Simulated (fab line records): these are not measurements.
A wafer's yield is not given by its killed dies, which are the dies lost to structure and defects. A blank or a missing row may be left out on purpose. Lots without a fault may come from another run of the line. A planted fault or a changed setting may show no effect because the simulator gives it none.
Which of the tools did it? -- flow rit_cmos -- 14 lots with 42 wafers sampled at 2 steps, on a route of 202 steps

WHAT THE GAUGES SHOWED, per wafer
RIT_CONTACT_THK_MEAS_01.
lot,measured,on,CONTACT_TEOS_THK (nm)
L165,day 3 03:11,film_metro-04,404 411 405
L167,day 3 18:47,film_metro-03,402 408 403
L170,day 4 07:50,film_metro-04,400 403 411
L171,day 4 17:14,film_metro-04,404 406 403
L172,day 4 21:57,film_metro-03,403 415 411
L174,day 5 02:10,film_metro-04,395 407 401
L175,day 5 10:17,film_metro-04,396 408 409
L176,day 5 14:43,film_metro-02,403 404 411
L178,day 6 00:31,film_metro-02,396 399 404
L179,day 6 06:45,film_metro-03,404 403 409
L181,day 6 18:15,film_metro-03,351 355 356
L184,day 7 07:50,film_metro-02,348 342 349
L185,day 7 11:08,film_metro-04,397 399 403
L188,day 8 01:50,film_metro-02,399 398 407

WHICH TOOL RAN EACH LOT (tool, then ch and the chambers of the sampled wafers, then the start)
lot,RIT_CONTACT_CVD_00
L165,"pecvd-02 ch 0,1, day 3 03:07"
L167,"pecvd-03 ch 0,1, day 3 18:43"
L170,"pecvd-03 ch 1,2, day 4 07:46"
L171,"pecvd-02 ch 0,1, day 4 17:11"
L172,"pecvd-01 ch 0,1,2, day 4 21:54"
L174,"pecvd-02 ch 0,1, day 5 02:06"
L175,"pecvd-01 ch 0,2, day 5 10:14"
L176,"pecvd-03 ch 0,2, day 5 14:40"
L178,"pecvd-01 ch 0,1,2, day 6 00:26"
L179,"pecvd-03 ch 1,2, day 6 06:41"
L181,"pecvd-01 ch 2, day 6 18:10"
L184,"pecvd-01 ch 0,2, day 7 07:46"
L185,"pecvd-03 ch 0,1,2, day 7 11:05"
L188,"pecvd-03 ch 0,1,2, day 8 01:46"
- RIT_CONTACT_CVD_00: deposits SiO2 from TEOS, target thk 400 nm, time 61 s.

AS READ BY THE TOOLS THEMSELVES (means over the sampled wafers that have a number; for cases with no such wafer, the mark the record gives instead)
RIT_CONTACT_CVD_00.
lot,tool,heater_power_w (W),run_length_s (s)
L165,pecvd-02,332,89.2
L167,pecvd-03,310,88.8
L170,pecvd-03,290,88.7
L171,pecvd-02,324,88.8
L172,pecvd-01,326,88.6
L174,pecvd-02,311,89.2
L175,pecvd-01,296,88.4
L176,pecvd-03,253,88.2
L178,pecvd-01,349,88.7
L179,pecvd-03,296,89.0
L181,pecvd-01,368,79.8
L184,pecvd-01,357,79.9
L185,pecvd-03,289,88.7
L188,pecvd-03,279,88.6

THE ANSWER, worked out from the rows above alone
Rule: usual is defined by the lots themselves. The widest of any qualifying gaps counts: lots, ordered by their means at a reading, are off when they make up no more than a third of the lots, leave a main group of 4 or more, and stand apart from it by 3 or more times the standard deviation of that group's means. A main group whose means are all the same, to the digits that the tables above print for the reading, isn't used. A lot without any number at a reading at which 4 lots or more have one is off too. Where the step has rows for the other lots, those lots are counted as sound. Order of review: gauges by route order, followed by the tools' own readings, for which a lot's mean as printed above is used. The first step at which some lot is off is used, and at that step the reading that is off furthest; a lot without a number counts as furthest.
Off: L181, L184, at RIT_CONTACT_THK_MEAS_01 (CONTACT_TEOS_THK). Main group: mean 404 nm, sd 2.9.
If a tool, at a process step before that reading, ran all the lots that are off and no sound lot after the first of them, it fits. The gauges at RIT_CONTACT_THK_MEAS_01 aren't tried: what is off there is off at RIT_CONTACT_CVD_00 too, on other tools, and a gauge's error can't cause that. One candidate fits, namely pecvd-01 at RIT_CONTACT_CVD_00. A fault onset in the window from L178 (day 6 00:26, its last sound lot) to L181 (day 6 18:10, its first lot off) fits.
On the lots that are off, the tool's own readings at RIT_CONTACT_CVD_00 differ by more than 5 times the standard deviation of the sound lots' means, which bears it out; run_length_s reads 79.8 s there versus 88.7 s on the sound lots.

WHAT THE SIMULATOR PUT IN
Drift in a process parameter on pecvd-01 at RIT_CONTACT_CVD_00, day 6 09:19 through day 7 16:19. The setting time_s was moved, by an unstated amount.
Shown lots that were struck: L181, L184. The rule above found the same.
